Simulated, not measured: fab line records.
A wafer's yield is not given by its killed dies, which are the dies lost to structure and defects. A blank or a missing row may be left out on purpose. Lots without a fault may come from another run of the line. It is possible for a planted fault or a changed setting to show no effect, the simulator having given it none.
The tool behind it: which one? | flow berkeley cmos170 | Sampling: 14 lots, 42 wafers, 3 of 331 route steps

WHAT EACH GAUGE READ, for each wafer
UCB170_M2_RS_MEAS_02: measurement is done with a four-point probe.
lot  | measured     | on            | M2_AL_RS (ohm/sq)
L850 | day 9 02:28  | film metro-03 | 0.03248 0.03238 0.03243
L852 | day 9 16:49  | film metro-03 | 0.03255 0.03241 0.03261
L854 | day 9 18:00  | film metro-03 | 0.03174 0.03164 0.03151
L853 | day 9 19:02  | film metro-02 | 0.03222 0.03229 0.03251
L855 | day 9 21:56  | film metro-01 | 0.03241 0.03212 0.03204
L856 | day 10 14:34 | film metro-01 | 0.0316 0.0319 0.03162
L858 | day 10 14:38 | film metro-03 | 0.0325 0.03211 0.03237
L860 | day 11 06:12 | film metro-02 | 0.03239 0.03232 0.03236
L859 | day 11 06:26 | film metro-03 | 0.03232 0.03201 0.03231
L861 | day 11 12:41 | film metro-03 | 0.03202 0.03192 0.03189
L867 | day 12 18:44 | film metro-03 | 0.02457 0.03246 0.02473
L865 | day 12 18:56 | film metro-02 | 0.03182 0.03183 0.03214
L869 | day 12 19:40 | film metro-01 | 0.03281 0.0247 0.03185
L870 | day 12 22:22 | film metro-03 | 0.03234 0.03203 0.03218

UCB170_M2_THK_MEAS_03: measures by xrf.
lot  | measured     | on            | M2_AL_THK (nm)
L850 | day 9 02:35  | film metro-03 | 884 885 883
L852 | day 9 16:56  | film metro-03 | 879 883 872
L854 | day 9 18:07  | film metro-03 | 904 906 906
L853 | day 9 19:10  | film metro-02 | 892 890 878
L855 | day 9 22:04  | film metro-01 | 867 876 884
L856 | day 10 14:40 | film metro-01 | 899 891 891
L858 | day 10 14:45 | film metro-03 | 879 890 879
L860 | day 11 06:19 | film metro-02 | 888 890 886
L859 | day 11 06:34 | film metro-03 | 891 900 888
L861 | day 11 12:49 | film metro-03 | 895 894 904
L867 | day 12 18:50 | film metro-03 | 1154 877 1143
L865 | day 12 19:03 | film metro-02 | 903 899 890
L869 | day 12 19:47 | film metro-01 | 861 1132 884
L870 | day 12 22:29 | film metro-03 | 877 888 883

WHAT TOOL EACH LOT RAN ON (gives the tool, then ch and the chambers of the sampled wafers, and finally the start)
lot  | UCB170_M2_SPUTTER_01
L850 | pvd sputter-02, day 9 02:22
L852 | pvd sputter-02, day 9 16:44
L854 | pvd sputter-04, day 9 17:54
L853 | pvd sputter-01, day 9 18:58
L855 | pvd sputter-02, day 9 21:52
L856 | pvd sputter-01, day 10 14:25
L858 | pvd sputter-02, day 10 14:32
L860 | pvd sputter-02, day 11 06:07
L859 | pvd sputter-01, day 11 06:22
L861 | pvd sputter-04, day 11 12:37
L867 | pvd sputter-01, day 12 18:36
L865 | pvd sputter-04, day 12 18:50
L869 | pvd sputter-01, day 12 19:34
L870 | pvd sputter-04, day 12 22:17
- UCB170_M2_SPUTTER_01: material Al, target thk 900 nm, time 120 s.

AS READ BY THE TOOLS THEMSELVES (means over the sampled wafers that have a number; for cases with no such wafer, the mark the record gives instead)
UCB170_M2_SPUTTER_01.
lot  | tool           | throttle valve pct (%)
L850 | pvd sputter-02 | 29.4
L852 | pvd sputter-02 | 29.3
L854 | pvd sputter-04 | 29.8
L853 | pvd sputter-01 | 30.4
L855 | pvd sputter-02 | 29.6
L856 | pvd sputter-01 | 30.1
L858 | pvd sputter-02 | 30.1
L860 | pvd sputter-02 | 29.3
L859 | pvd sputter-01 | 31.0
L861 | pvd sputter-04 | 29.3
L867 | pvd sputter-01 | 29.7
L865 | pvd sputter-04 | 29.6
L869 | pvd sputter-01 | 30.6
L870 | pvd sputter-04 | 29.8

THE ANSWER, worked out from the rows above alone
Rule: the lots themselves supply what counts as usual. The widest of any qualifying gaps counts: lots, ordered by their means at a reading, are off when they make up no more than a third of the lots, leave a main group of 4 or more, and stand apart from it by 3 or more times the standard deviation of that group's means. If all means in a main group match to the digits the tables above print for the reading, that group is not used. A lot without any number at a reading at which 4 lots or more have one is off too. Any other lot the step has rows for is counted as sound. The gauges are gone through in route order, then the tools' own readings, and for those a lot's mean is taken as printed above. At the first step where some lot is off, the reading lying furthest off is the one used; lots without a number count as furthest.
Off: L867, L869, at UCB170_M2_RS_MEAS_02 (M2_AL_RS). The main group: mean 0.03215 ohm/sq, standard deviation 0.00027.
A tool fits if, at a process step before that reading, it ran every lot that is off, and no sound lot after the first of them. Gauges at UCB170_M2_RS_MEAS_02: tried the same way as those tools. One fits: pvd sputter-01 at UCB170_M2_SPUTTER_01. Its last sound lot is L859 (day 11 06:22), its first lot that is off L867 (day 12 18:36): a fault that began between those two fits.

WHAT HAD BEEN PUT IN BY THE SIMULATOR
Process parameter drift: pvd sputter-01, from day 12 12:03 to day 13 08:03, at UCB170_M2_SPUTTER_01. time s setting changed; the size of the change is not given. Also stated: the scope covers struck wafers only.
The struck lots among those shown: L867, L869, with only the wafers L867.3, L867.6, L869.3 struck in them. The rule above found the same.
